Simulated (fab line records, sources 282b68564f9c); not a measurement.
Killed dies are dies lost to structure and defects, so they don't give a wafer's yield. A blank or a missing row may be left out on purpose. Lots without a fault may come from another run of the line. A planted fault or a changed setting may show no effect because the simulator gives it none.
Which tool did it? | flow rit_cmos | 14 lots, 42 wafers sampled, at 2 steps of a route of 202

WHAT THE GAUGES READ, wafer by wafer
RIT_SDANNEAL_RS_MEAS_06: measures by four-point-probe.
lot  | measured    | on            | PLDD_RS (ohm/sq)
L892 | day 3 10:53 | film_metro-01 | 178.8 178.2 178.3
L893 | day 3 14:29 | film_metro-04 | 178.7 178.6 178.7
L894 | day 3 23:09 | film_metro-04 | 178.0 177.9 178.1
L895 | day 4 03:49 | film_metro-02 | 178.0 178.1 178.0
L896 | day 4 07:41 | film_metro-01 | 178.9 178.2 178.6
L897 | day 4 14:13 | film_metro-02 | 179.0 179.3 178.7
L898 | day 4 17:51 | film_metro-02 | 178.6 178.2 177.9
L899 | day 4 23:40 | film_metro-01 | 179.0 178.4 179.0
L901 | day 5 09:08 | film_metro-01 | 178.5 179.1 178.5
L902 | day 5 11:57 | film_metro-01 | 182.6 182.7 182.6
L903 | day 5 16:10 | film_metro-04 | 178.5 178.1 178.4
L905 | day 6 04:45 | film_metro-02 | 181.0 181.6 181.1
L907 | day 6 14:49 | film_metro-02 | 178.5 178.4 178.4
L910 | day 7 05:05 | film_metro-02 | 179.6 179.4 179.0

WHICH TOOL RAN EACH LOT (tool, then ch and the chambers of the sampled wafers, then the start)
lot  | RIT_PLDD_IMPLANT_08
L892 | implanter-04 ch 0, day 3 04:26
L893 | implanter-02 ch 0, day 3 07:59
L894 | implanter-03 ch 0, day 3 14:48
L895 | implanter-04 ch 0, day 3 21:02
L896 | implanter-03 ch 0, day 4 00:44
L897 | implanter-03 ch 0, day 4 07:41
L898 | implanter-03 ch 0, day 4 11:12
L899 | implanter-03 ch 0, day 4 16:03
L901 | implanter-03 ch 0, day 5 02:28
L902 | implanter-03 ch 0, day 5 05:25
L903 | implanter-04 ch 0, day 5 09:25
L905 | implanter-03 ch 0, day 5 22:01
L907 | implanter-04 ch 0, day 6 07:26
L910 | implanter-04 ch 0, day 6 22:20
- RIT_PLDD_IMPLANT_08

WHAT THE TOOLS THEMSELVES READ (means of the sampled wafers that have a number; where no wafer has one, the mark that the record gives instead)
RIT_PLDD_IMPLANT_08.
lot  | tool         | beam_energy_keV
L892 | implanter-04 | 20.004
L893 | implanter-02 | 20.001
L894 | implanter-03 | 19.999
L895 | implanter-04 | 19.986
L896 | implanter-03 | 20.001
L897 | implanter-03 | 19.995
L898 | implanter-03 | 20.004
L899 | implanter-03 | 20.005
L901 | implanter-03 | 19.998
L902 | implanter-03 | 19.040
L903 | implanter-04 | 19.997
L905 | implanter-03 | 19.039
L907 | implanter-04 | 19.998
L910 | implanter-04 | 19.994

THE ANSWER, worked out from the rows above alone
Rule: what is usual is taken from the lots themselves. Put in order of their means at a reading, lots are off if they are a third of the lots or fewer, leave a main group of 4 or more, and stand apart from it by a gap of 3 or more times the standard deviation of the main group's means; of several such gaps the widest counts. A main group whose means are all the same, to the digits that the tables above print for the reading, isn't used. A lot without any number at a reading at which 4 lots or more have one is off too. The other lots that the step has rows for count as sound. The gauges are gone through in route order, then the tools' own readings, and for those a lot's mean is taken as printed above. The first step at which some lot is off is used, and at that step the reading that is off furthest; a lot without a number counts as furthest.
Off: L902, L905, at RIT_SDANNEAL_RS_MEAS_06 (PLDD_RS). The main group: mean 178.5 ohm/sq, standard deviation 0.37.
A tool fits if, at a process step before that reading, it ran every lot that is off, and no sound lot after the first of them. The gauges at RIT_SDANNEAL_RS_MEAS_06 aren't tried: what is off there is off at RIT_PLDD_IMPLANT_08 too, on other tools, and a gauge's error can't cause that. One fits: implanter-03 at RIT_PLDD_IMPLANT_08. Its last sound lot is L901 (day 5 02:28), its first lot that is off L902 (day 5 05:25): a fault that began between those two fits.
The tool's own readings at RIT_PLDD_IMPLANT_08 bear it out: on the lots that are off they differ by more than 5 times the standard deviation of the sound lots' means. beam_energy_keV reads 19.040 there against 19.998 on the sound lots.

WHAT THE SIMULATOR HAD PUT IN
Process parameter drift: implanter-03, from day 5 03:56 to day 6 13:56, at RIT_PLDD_IMPLANT_08. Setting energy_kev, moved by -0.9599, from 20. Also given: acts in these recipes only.
Lots struck among those shown: L902, L905. The rule above found the same.
